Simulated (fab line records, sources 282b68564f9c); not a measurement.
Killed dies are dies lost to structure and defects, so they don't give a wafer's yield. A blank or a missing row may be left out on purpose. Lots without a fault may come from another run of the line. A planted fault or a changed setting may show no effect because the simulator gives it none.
fab line records | flow rit_cmos | part 1 of 2: steps 1 to 40 of 53
record lots=5 wafers=15 last_day=7
route steps=202 shown PWELL@39 WELLDRIVE@50 NWELL@51 NRETRO@53 PRETRO@64 GATE@75 FOX2@80
lots that met no fault: from a run of the same line without faults
start_h: hours from the record's first day to the start of the lot's first wafer shown | wait_h: hours since the lot's step before | " the same as in the row above | L1.1+2: a row that stands for several wafers | - no value, or no start given | * or withheld: withheld | < > ~ a bound
route shown NAME@n: a module of which the file shows steps, and the number in the route of the first | usual: mean/standard deviation of fault-free wafers | same: alike in all rows | chamber/n: place in a boat | sites: the reading at each site | _std_site: their standard deviation | _edge_site: outer sites' mean less inner sites' | radius_mm: how far each site lies from the wafer's centre | mask NAME#n: copy n | behind: the tool/chamber that last shaped the wafer | hold: why the lot was held/for how many hours/how that ended | device: the transistor (n, p or np) that didn't switch | end of line: the same wafers' tests at the end of the route | a step without rows: its recipe alone | killed: dies lost to structure and defects at the first sort, not the wafer's yield | map: a wafer's dies, x killed, . not, _ none there
set.NAME: the setting as run; set.NAME@STEP: as run at that earlier step | model.NAME: the simulator's own value behind a step, which no gauge read
lots at some steps of the route; a table a step, a row a wafer
services: from which hour (start_h, from the record's first day; less than 0 if before it) a tool's chamber was out of use, for how many hours, and why
## steps
# step RIT_PWELL_HMDS_00
# recipe prime_time_s=60 prime_temp_c=140
# same prime_time_s=60
# columns lot.wafer tool chamber start_h wait_h
L077.2+4+5 litho_track-02 0 36.73 0.1
L081.2+3+5 litho_track-02 0 58.27 0.1
L084.2+3+4 litho_track-01 0 71.75 0.1
L089.1+3+4 litho_track-02 0 97.65 0.1
L097.1+4+5 litho_track-02 0 139.17 0.1
# step RIT_PWELL_COAT_01
# recipe resist=NOVOLAK spin_rpm=2000 resist_thk_nm=1300
# columns lot.wafer tool chamber start_h wait_h
L077.2+4+5 litho_track-02 0 36.88 0.1
L081.2+3+5 litho_track-02 0 58.42 0.1
L084.2+3+4 litho_track-01 0 71.90 0.1
L089.1+3+4 litho_track-02 0 97.80 0.1
L097.1+4+5 litho_track-02 0 139.32 0.1
# step RIT_PWELL_SOFTBAKE_02
# recipe resist=NOVOLAK temp_c=90 time_s=60
# columns lot.wafer tool chamber start_h wait_h
L077.2+4+5 litho_track-02 0 37.03 0.1
L081.2+3+5 litho_track-02 0 58.57 0.1
L084.2+3+4 litho_track-01 0 72.05 0.1
L089.1+3+4 litho_track-02 0 97.95 0.1
L097.1+4+5 litho_track-02 0 139.47 0.1
# step RIT_PWELL_EXPOSE_03
# recipe mask_id=M3 na=0.57 target_cd_nm=43700 dose_mj=250
# columns lot.wafer tool chamber start_h wait_h mask
L077.2+4+5 iline_stepper-02 0 37.30 0.2 M3#0
L081.2+3+5 iline_stepper-02 0 58.84 0.2 M3#0
L084.2+3+4 iline_stepper-01 0 72.32 0.2 M3#0
L089.1+3+4 iline_stepper-01 0 98.23 0.2 M3#0
L097.1+4+5 iline_stepper-01 0 139.74 0.2 M3#0
# step RIT_PWELL_PEB_04
# recipe resist=NOVOLAK temp_c=withheld time_s=withheld
# columns lot.wafer tool chamber start_h wait_h
L077.2+4+5 litho_track-04 0 37.56 0.2
L081.2+3+5 litho_track-04 0 58.96 0.1
L084.2+3+4 litho_track-01 0 72.44 0.1
L089.1+3+4 litho_track-04 0 98.35 0.1
L097.1+4+5 litho_track-02 0 139.86 0.1
# step RIT_PWELL_DEVELOP_05
# recipe resist=NOVOLAK develop_time_s=68 dev_temp_c=23
# columns lot.wafer tool chamber start_h wait_h
L077.2+4+5 litho_track-04 0 - -
L081.2+3+5 litho_track-04 0 - -
L084.2+3+4 litho_track-01 0 - -
L089.1+3+4 litho_track-04 0 - -
L097.1+4+5 litho_track-02 0 - -
# step RIT_PWELL_OVL_MEAS_06
# usual PWELL_OVL=-0.1/1.5
# columns lot.wafer tool chamber start_h wait_h PWELL_OVL[nm]
L077.2 overlay-02 - 37.86 - -2.0
L077.4 " - " " 0.9
L077.5 " - " " -0.1
L081.2 overlay-02 - 59.25 - 0.6
L081.3 " - " " -0.6
L081.5 " - " " -0.2
L084.2 overlay-02 - 72.74 - -3.1
L084.3 " - " " -0.6
L084.4 " - " " -1.1
L089.1 overlay-02 - 98.66 - 1.0
L089.3 " - " " -0.4
L089.4 " - " " -0.2
L097.1 overlay-02 - 140.17 - 0.4
L097.4 " - " " 0.9
L097.5 " - " " 1.6
# step RIT_PWELL_HARDBAKE_07
# recipe resist=NOVOLAK temp_c=140 time_s=120
# columns lot.wafer tool chamber start_h wait_h
L077.2+4+5 litho_track-02 0 37.93 0.1
L081.2+3+5 litho_track-01 0 59.33 0.1
L084.2+3+4 litho_track-01 0 72.81 0.1
L089.1+3+4 litho_track-02 0 98.85 0.2
L097.1+4+5 litho_track-02 0 140.21 0.0
# step RIT_PWELL_IMPLANT_08
# recipe species=B energy_kev=170 dose_cm2=7e+13 tilt_deg=7
# same implant_ion_amu=11
# columns lot.wafer tool chamber start_h wait_h
L077.2+4+5 implanter-01 0 38.16 0.2
L081.2+3+5 implanter-03 0 59.56 0.2
L084.2+3+4 implanter-01 0 73.04 0.2
L089.1+3+4 implanter-01 0 99.10 0.2
L097.1+4+5 implanter-03 0 140.46 0.2
# step RIT_PWELL_STRIP_09
# recipe chemistry=O2 time_s=180 resist=NOVOLAK platen_temp_c=withheld power_w=500 pressure_mtorr=4000 o2_flow_sccm=4000
# usual drypump_motor_current_A=6.0/0.46
# columns lot.wafer tool chamber start_h wait_h drypump_motor_current_A rf_hours_counter_h
L077.2 plasma_asher-02 1 38.29 0.1 6.5 40
L077.4 " 1 " " 6.5 -
L077.5 " 1 " " 6.5 -
L081.2 plasma_asher-02 1 59.68 0.1 6.5 42
L081.3 " 0 " " 5.3 -
L081.5 " 0 " " 5.2 -
L084.2 plasma_asher-04 0 73.17 0.1 6.0 29
L084.3 " 1 " " 6.1 -
L084.4 " 0 " " 6.0 -
L089.1 plasma_asher-03 1 99.25 0.1 6.3 42
L089.3 " 1 " " 6.3 -
L089.4 " 0 " " 6.5 -
L097.1 plasma_asher-04 0 140.61 0.1 6.0 37
L097.4 " 1 " " 6.1 -
L097.5 " 0 " " 6.0 -
# step RIT_PWELL_TW_MEAS_10
# usual PWELL_TW=958/8.7
# columns lot.wafer tool chamber start_h wait_h PWELL_TW
L077.2 film_metro-02 - 38.47 0.1 966
L077.4 " - " " 973
L077.5 " - " " 970
L081.2 film_metro-02 - 59.87 0.1 964
L081.3 " - " " 967
L081.5 " - " " 961
L084.2 film_metro-04 - 73.35 0.1 954
L084.3 " - " " 957
L084.4 " - " " 956
L089.1 film_metro-01 - 99.43 0.1 959
L089.3 " - " " 964
L089.4 " - " " 964
L097.1 film_metro-04 - 140.78 0.1 950
L097.4 " - " " 952
L097.5 " - " " 949
# step RIT_WELLDRIVE_ANNEAL_00
# recipe temp_c=1100 time_s=14700 ambient=N2
# usual spike_tc_centre_C=1102.9/1.1
# columns lot.wafer tool chamber start_h wait_h spike_tc_centre_C
L077.2 furnace-03 0 38.52 0.0 1104.5
L077.4 " 0 " " 1103.1
L077.5 " 0 " " 1103.2
L081.2 furnace-01 0 59.92 0.0 1101.4
L081.3 " 0 " " 1104.3
L081.5 " 0 " " 1101.1
L084.2 furnace-01 0 73.84 0.5 1102.8
L084.3 " 0 " " 1102.5
L084.4 " 0 " " 1102.0
L089.1 furnace-03 0 100.12 0.7 1103.7
L089.3 " 0 " " 1103.2
L089.4 " 0 " " 1103.4
L097.1 furnace-04 0 140.84 0.1 1101.0
L097.4 " 0 " " 1101.3
L097.5 " 0 " " 1101.9
# step RIT_WELLDRIVE_RS_MEAS_01
# recipe thk_meas_gauge=four-point-probe
# usual NWELL_RS=275.5/0.73
# columns lot.wafer tool chamber start_h wait_h NWELL_RS[ohm/sq]
L077.2 film_metro-01 - 43.63 0.0 275.2
L077.4 " - " " 276.1
L077.5 " - " " 275.3
L081.2 film_metro-04 - 65.02 0.0 274.6
L081.3 " - " " 275.1
L081.5 " - " " 276.0
L084.2 film_metro-01 - 78.94 0.0 275.5
L084.3 " - " " 275.9
L084.4 " - " " 275.6
L089.1 film_metro-04 - 105.20 0.0 274.5
L089.3 " - " " 275.2
L089.4 " - " " 275.2
L097.1 film_metro-02 - 145.93 0.0 274.6
L097.4 " - " " 274.5
L097.5 " - " " 274.7
# step RIT_WELLDRIVE_RS_MEAS_02
# recipe thk_meas_gauge=four-point-probe
# usual PWELL_RS=429.4/1.3
# columns lot.wafer tool chamber start_h wait_h PWELL_RS[ohm/sq]
L077.2 film_metro-01 - 43.75 0.1 427.8
L077.4 " - " " 427.4
L077.5 " - " " 428.3
L081.2 film_metro-04 - 65.14 0.1 428.4
L081.3 " - " " 429.9
L081.5 " - " " 430.9
L084.2 film_metro-01 - 79.06 0.1 427.2
L084.3 " - " " 428.5
L084.4 " - " " 429.0
L089.1 film_metro-04 - 105.32 0.1 432.7
L089.3 " - " " 431.8
L089.4 " - " " 431.7
L097.1 film_metro-02 - 146.05 0.1 429.4
L097.4 " - " " 429.8
L097.5 " - " " 430.4
# step RIT_NRETRO_HMDS_00
# recipe prime_time_s=60 prime_temp_c=140
# same prime_time_s=60
# columns lot.wafer tool chamber start_h wait_h
L077.2+4+5 litho_track-02 0 43.87 0.1
L081.2+3+5 litho_track-03 0 65.27 0.1
L084.2+3+4 litho_track-03 0 79.19 0.1
L089.1+3+4 litho_track-04 0 105.44 0.1
L097.1+4+5 litho_track-03 0 146.17 0.1
# step RIT_NRETRO_COAT_01
# recipe resist=NOVOLAK spin_rpm=2000 resist_thk_nm=1300
# columns lot.wafer tool chamber start_h wait_h
L077.2+4+5 litho_track-02 0 44.02 0.1
L081.2+3+5 litho_track-03 0 65.42 0.1
L084.2+3+4 litho_track-03 0 79.34 0.1
L089.1+3+4 litho_track-04 0 105.59 0.1
L097.1+4+5 litho_track-03 0 146.32 0.1
# step RIT_NRETRO_SOFTBAKE_02
# recipe resist=NOVOLAK temp_c=90 time_s=60
# columns lot.wafer tool chamber start_h wait_h
L077.2+4+5 litho_track-02 0 44.17 0.1
L081.2+3+5 litho_track-03 0 65.57 0.1
L084.2+3+4 litho_track-03 0 79.49 0.1
L089.1+3+4 litho_track-04 0 105.74 0.1
L097.1+4+5 litho_track-03 0 146.47 0.1
# step RIT_NRETRO_EXPOSE_03
# recipe mask_id=M4 na=0.57 target_cd_nm=43900 dose_mj=250
# columns lot.wafer tool chamber start_h wait_h mask
L077.2+4+5 iline_stepper-01 0 44.32 0.1 M4#0
L081.2+3+5 iline_stepper-01 0 65.74 0.1 M4#0
L084.2+3+4 iline_stepper-02 0 79.75 0.2 M4#0
L089.1+3+4 iline_stepper-01 0 105.89 0.1 M4#0
L097.1+4+5 iline_stepper-02 0 146.62 0.1 M4#0
# step RIT_NRETRO_PEB_04
# recipe resist=NOVOLAK temp_c=withheld time_s=withheld
# columns lot.wafer tool chamber start_h wait_h
L077.2+4+5 litho_track-04 0 44.44 0.1
L081.2+3+5 litho_track-03 0 65.86 0.1
L084.2+3+4 litho_track-03 0 79.88 0.1
L089.1+3+4 litho_track-02 0 106.01 0.1
L097.1+4+5 litho_track-04 0 146.73 0.1
# step RIT_NRETRO_DEVELOP_05
# recipe resist=NOVOLAK develop_time_s=68 dev_temp_c=23
# columns lot.wafer tool chamber start_h wait_h
L077.2+4+5 litho_track-04 0 - -
L081.2+3+5 litho_track-03 0 - -
L084.2+3+4 litho_track-03 0 - -
L089.1+3+4 litho_track-02 0 - -
L097.1+4+5 litho_track-04 0 - -
# step RIT_NRETRO_OVL_MEAS_06
# usual NRETRO_OVL=0.0/1.4
# columns lot.wafer tool chamber start_h wait_h NRETRO_OVL[nm]
L077.2 overlay-01 - 44.73 - -2.3
L077.4 " - " " 1.0
L077.5 " - " " 1.0
L081.2 overlay-02 - 66.16 - -1.8
L081.3 " - " " -1.1
L081.5 " - " " -1.0
L084.2 overlay-01 - 80.17 - 2.3
L084.3 " - " " 2.8
L084.4 " - " " 0.6
L089.1 overlay-01 - 106.32 - 0.4
L089.3 " - " " 0.3
L089.4 " - " " 2.6
L097.1 overlay-02 - 147.05 - -1.3
L097.4 " - " " 0.3
L097.5 " - " " -1.2
# step RIT_NRETRO_HARDBAKE_07
# recipe resist=NOVOLAK temp_c=140 time_s=120
# columns lot.wafer tool chamber start_h wait_h
L077.2+4+5 litho_track-04 0 44.80 0.1
L081.2+3+5 litho_track-03 0 66.23 0.1
L084.2+3+4 litho_track-04 0 80.24 0.1
L089.1+3+4 litho_track-04 0 106.36 0.0
L097.1+4+5 litho_track-04 0 147.08 0.0
# step RIT_NRETRO_IMPLANT_08
# recipe species=P energy_kev=70 dose_cm2=1e+13 tilt_deg=7
# same implant_ion_amu=31
# columns lot.wafer tool chamber start_h wait_h
L077.2+4+5 implanter-03 0 45.04 0.2
L081.2+3+5 implanter-04 0 66.46 0.2
L084.2+3+4 implanter-02 0 80.48 0.2
L089.1+3+4 implanter-03 0 106.61 0.2
L097.1+4+5 implanter-03 0 147.33 0.2
# step RIT_NRETRO_STRIP_09
# recipe chemistry=O2 time_s=180 resist=NOVOLAK platen_temp_c=withheld power_w=500 pressure_mtorr=4000 o2_flow_sccm=4000
# usual drypump_motor_current_A=6.15/0.18
# columns lot.wafer tool chamber start_h wait_h drypump_motor_current_A rf_hours_counter_h
L077.2 plasma_asher-04 1 45.16 0.1 6.14 25
L077.4 " 0 " " 6.03 -
L077.5 " 0 " " 6.03 -
L081.2 plasma_asher-04 1 66.59 0.1 6.16 28
L081.3 " 1 " " 6.17 -
L081.5 " 1 " " 6.19 -
L084.2 plasma_asher-01 0 80.60 0.1 6.30 45
L084.3 " 1 " " 5.90 -
L084.4 " 0 " " 6.29 -
L089.1 plasma_asher-04 1 106.76 0.1 6.13 33
L089.3 " 1 " " 6.14 -
L089.4 " 0 " " 6.03 -
L097.1 plasma_asher-01 0 147.48 0.1 6.29 51
L097.4 " 1 " " 5.89 -
L097.5 " 1 " " 5.89 -
# step RIT_NRETRO_TW_MEAS_10
# usual NRETRO_TW=1052/14
# columns lot.wafer tool chamber start_h wait_h NRETRO_TW
L077.2 film_metro-03 - 45.35 0.1 1043
L077.4 " - " " 1041
L077.5 " - " " 1039
L081.2 film_metro-02 - 66.77 0.1 1065
L081.3 " - " " 1065
L081.5 " - " " 1064
L084.2 film_metro-01 - 80.79 0.1 1066
L084.3 " - " " 1063
L084.4 " - " " 1067
L089.1 film_metro-03 - 106.93 0.1 1031
L089.3 " - " " 1036
L089.4 " - " " 1031
L097.1 film_metro-01 - 147.66 0.1 1073
L097.4 " - " " 1075
L097.5 " - " " 1071
# step RIT_PRETRO_HMDS_00
# recipe prime_time_s=60 prime_temp_c=140
# same prime_time_s=60
# columns lot.wafer tool chamber start_h wait_h
L077.2+4+5 litho_track-03 0 45.42 0.1
L081.2+3+5 litho_track-02 0 66.85 0.1
L084.2+3+4 litho_track-01 0 80.92 0.1
L089.1+3+4 litho_track-03 0 106.99 0.1
L097.1+4+5 litho_track-02 0 147.72 0.1
# step RIT_PRETRO_COAT_01
# recipe resist=NOVOLAK spin_rpm=2000 resist_thk_nm=1300
# columns lot.wafer tool chamber start_h wait_h
L077.2+4+5 litho_track-03 0 45.57 0.1
L081.2+3+5 litho_track-02 0 67.00 0.1
L084.2+3+4 litho_track-01 0 81.07 0.1
L089.1+3+4 litho_track-03 0 107.14 0.1
L097.1+4+5 litho_track-02 0 147.87 0.1
# step RIT_PRETRO_SOFTBAKE_02
# recipe resist=NOVOLAK temp_c=90 time_s=60
# columns lot.wafer tool chamber start_h wait_h
L077.2+4+5 litho_track-03 0 45.72 0.1
L081.2+3+5 litho_track-02 0 67.15 0.1
L084.2+3+4 litho_track-01 0 81.22 0.1
L089.1+3+4 litho_track-03 0 107.29 0.1
L097.1+4+5 litho_track-02 0 148.02 0.1
# step RIT_PRETRO_EXPOSE_03
# recipe mask_id=M5 na=0.57 target_cd_nm=43700 dose_mj=250
# columns lot.wafer tool chamber start_h wait_h mask
L077.2+4+5 iline_stepper-01 0 45.87 0.1 M5#0
L081.2+3+5 iline_stepper-01 0 67.50 0.3 M5#0
L084.2+3+4 iline_stepper-01 0 81.36 0.1 M5#0
L089.1+3+4 iline_stepper-02 0 107.44 0.1 M5#0
L097.1+4+5 iline_stepper-01 0 148.17 0.1 M5#0
# step RIT_PRETRO_PEB_04
# recipe resist=NOVOLAK temp_c=withheld time_s=withheld
# columns lot.wafer tool chamber start_h wait_h
L077.2+4+5 litho_track-01 0 46.07 0.2
L081.2+3+5 litho_track-03 0 67.62 0.1
L084.2+3+4 litho_track-01 0 81.48 0.1
L089.1+3+4 litho_track-03 0 107.56 0.1
L097.1+4+5 litho_track-02 0 148.28 0.1
# step RIT_PRETRO_DEVELOP_05
# recipe resist=NOVOLAK develop_time_s=68 dev_temp_c=23
# columns lot.wafer tool chamber start_h wait_h
L077.2+4+5 litho_track-01 0 - -
L081.2+3+5 litho_track-03 0 - -
L084.2+3+4 litho_track-01 0 - -
L089.1+3+4 litho_track-03 0 - -
L097.1+4+5 litho_track-02 0 - -
# step RIT_PRETRO_OVL_MEAS_06
# usual PRETRO_OVL=0.8/1.5
# columns lot.wafer tool chamber start_h wait_h PRETRO_OVL[nm]
L077.2 overlay-01 - 46.37 - 1.0
L077.4 " - " " 3.9
L077.5 " - " " 0.9
L081.2 overlay-01 - 67.92 - 3.0
L081.3 " - " " 2.8
L081.5 " - " " -1.3
L084.2 overlay-01 - 81.78 - -0.1
L084.3 " - " " 0.4
L084.4 " - " " 0.5
L089.1 overlay-02 - 107.87 - 0.7
L089.3 " - " " 0.9
L089.4 " - " " -0.3
L097.1 overlay-01 - 148.60 - 1.1
L097.4 " - " " 1.2
L097.5 " - " " 0.5
# step RIT_PRETRO_HARDBAKE_07
# recipe resist=NOVOLAK temp_c=140 time_s=120
# columns lot.wafer tool chamber start_h wait_h
L077.2+4+5 litho_track-02 0 46.44 0.1
L081.2+3+5 litho_track-03 0 67.99 0.1
L084.2+3+4 litho_track-03 0 81.85 0.1
L089.1+3+4 litho_track-02 0 107.92 0.0
L097.1+4+5 litho_track-03 0 148.67 0.1
# step RIT_PRETRO_IMPLANT_08
# recipe species=B energy_kev=45 dose_cm2=1.2e+13 tilt_deg=7
# same implant_ion_amu=11
# columns lot.wafer tool chamber start_h wait_h
L077.2+4+5 implanter-02 0 46.67 0.2
L081.2+3+5 implanter-01 0 68.22 0.2
L084.2+3+4 implanter-02 0 82.08 0.2
L089.1+3+4 implanter-02 0 108.17 0.2
L097.1+4+5 implanter-01 0 148.92 0.2
# step RIT_PRETRO_STRIP_09
# recipe chemistry=O2 time_s=180 resist=NOVOLAK platen_temp_c=withheld power_w=500 pressure_mtorr=4000 o2_flow_sccm=4000
# usual drypump_motor_current_A=6.0/0.35
# columns lot.wafer tool chamber start_h wait_h drypump_motor_current_A rf_hours_counter_h
L077.2 plasma_asher-04 1 46.80 0.1 6.1 26
L077.4 " 0 " " 6.0 -
L077.5 " 1 " " 6.1 -
L081.2 plasma_asher-02 1 68.35 0.1 6.5 43
L081.3 " 0 " " 5.3 -
L081.5 " 0 " " 5.3 -
L084.2 plasma_asher-04 0 82.21 0.1 6.0 31
L084.3 " 1 " " 6.1 -
L084.4 " 0 " " 6.0 -
L089.1 plasma_asher-02 0 108.32 0.1 5.3 48
L089.3 " 1 " " 6.5 -
L089.4 " 0 " " 5.3 -
L097.1 plasma_asher-04 0 149.07 0.1 6.0 38
L097.4 " 1 " " 6.2 -
L097.5 " 1 " " 6.2 -
# step RIT_PRETRO_TW_MEAS_10
# usual PRETRO_TW=476/5.7
# columns lot.wafer tool chamber start_h wait_h PRETRO_TW
L077.2 film_metro-04 - 46.98 0.1 480
L077.4 " - " " 480
L077.5 " - " " 479
L081.2 film_metro-03 - 68.53 0.1 472
L081.3 " - " " 470
L081.5 " - " " 472
L084.2 film_metro-01 - 82.39 0.1 486
L084.3 " - " " 485
L084.4 " - " " 482
L089.1 film_metro-03 - 108.49 0.1 468
L089.3 " - " " 465
L089.4 " - " " 466
L097.1 film_metro-04 - 149.24 0.1 474
L097.4 " - " " 473
L097.5 " - " " 475
# step RIT_GATE_WET_ETCH_00
# recipe chemistry=BOE target=SiO2 target_depth_nm=56 time_s=60 dry=n2_spin dilution=10:1 temp_c=21.5
# columns lot.wafer tool chamber start_h wait_h
L077.2+4+5 wet_bench-03 3 47.03 0.0
L081.2+3+5 wet_bench-03 0 68.58 0.0
L084.2+3+4 wet_bench-02 0 82.44 0.0
L089.1+3+4 wet_bench-01 1 108.55 0.1
L097.1+4+5 wet_bench-03 3 149.30 0.1
# step RIT_GATE_CLEAN_01
# recipe chemistry=SC1 mix=3:3:50 time_s=600 temp_c=75
# columns lot.wafer tool chamber start_h wait_h
L077.2+4+5 wet_bench-02 2 47.06 0.0
L081.2+3+5 wet_bench-02 3 68.61 0.0
L084.2+3+4 wet_bench-02 1 82.47 0.0
L089.1+3+4 wet_bench-03 1 108.58 0.0
L097.1+4+5 wet_bench-01 2 149.33 0.0
# step RIT_GATE_CLEAN_02
# recipe chemistry=dHF dilution=50:1 time_s=30
# columns lot.wafer tool chamber start_h wait_h
L077.2+4+5 wet_bench-03 0 47.23 0.0
L081.2+3+5 wet_bench-03 0 68.78 0.0
L084.2+3+4 wet_bench-01 1 82.64 0.0
L089.1+3+4 wet_bench-02 3 108.75 0.0
L097.1+4+5 wet_bench-02 0 149.51 0.0
# step RIT_GATE_CLEAN_03
# recipe chemistry=SC2 mix=3:3:50 time_s=600 temp_c=75 dry=n2_spin
# columns lot.wafer tool chamber start_h wait_h
L077.2+4+5 wet_bench-02 3 47.25 0.0
L081.2+3+5 wet_bench-01 0 68.80 0.0
L084.2+3+4 wet_bench-03 3 82.66 0.0
L089.1+3+4 wet_bench-01 0 108.77 0.0
L097.1+4+5 wet_bench-03 0 149.53 0.0
